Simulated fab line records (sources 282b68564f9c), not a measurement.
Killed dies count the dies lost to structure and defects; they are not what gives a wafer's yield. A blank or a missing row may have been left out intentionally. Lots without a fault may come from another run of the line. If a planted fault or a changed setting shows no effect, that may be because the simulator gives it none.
What tool caused it? :: flow rit cmos :: 18 wafers from 6 lots sampled at 2 of the route's 202 steps

== WHAT EACH GAUGE READ, for each wafer ==
RIT_PWELL_OVL_MEAS_06.
lot: L685
measured: day 2 14:17
on: overlay-02
PWELL_OVL (nm): -2.5 -2.3 -1.5

lot: L689
measured: day 3 09:42
on: overlay-01
PWELL_OVL (nm): 1.1 0.9 1.5

lot: L696
measured: day 4 21:30
on: overlay-02
PWELL_OVL (nm): 3.6 3.5 3.9

lot: L699
measured: day 5 11:25
on: overlay-01
PWELL_OVL (nm): 2.2 2.4 3.1

lot: L701
measured: day 5 21:31
on: overlay-01
PWELL_OVL (nm): -1.9 -1.4 -0.2

lot: L704
measured: day 6 12:34
on: overlay-01
PWELL_OVL (nm): 4.3 2.5 4.5

== TOOL THAT RAN EACH LOT (tool first, then ch and the chambers of the sampled wafers, then the start) ==
lot: L685
RIT_PWELL_EXPOSE_03: iline stepper-01 ch 0, day 2 13:52

lot: L689
RIT_PWELL_EXPOSE_03: iline stepper-02 ch 0, day 3 09:19

lot: L696
RIT_PWELL_EXPOSE_03: iline stepper-02 ch 0, day 4 21:04

lot: L699
RIT_PWELL_EXPOSE_03: iline stepper-02 ch 0, day 5 10:51

lot: L701
RIT_PWELL_EXPOSE_03: iline stepper-01 ch 0, day 5 21:04

lot: L704
RIT_PWELL_EXPOSE_03: iline stepper-02 ch 0, day 6 12:08
- RIT_PWELL_EXPOSE_03: exposes mask M3, target cd 43700 nm.

== THE ANSWER, worked out from the rows above alone ==
Rule: what is usual is taken from the lots themselves. The widest of any qualifying gaps counts: lots, ordered by their means at a reading, are off when they make up no more than a third of the lots, leave a main group of 4 or more, and stand apart from it by 3 or more times the standard deviation of that group's means. A main group is skipped when, at the precision printed for the reading in the tables above, its means are all equal. A lot without any number at a reading at which 4 lots or more have one is off too. The other lots that the step has rows for count as sound.
Across all readings shown, no lot is off: no conclusion can be drawn from this.

== WHAT THE SIMULATOR HAD INSERTED ==
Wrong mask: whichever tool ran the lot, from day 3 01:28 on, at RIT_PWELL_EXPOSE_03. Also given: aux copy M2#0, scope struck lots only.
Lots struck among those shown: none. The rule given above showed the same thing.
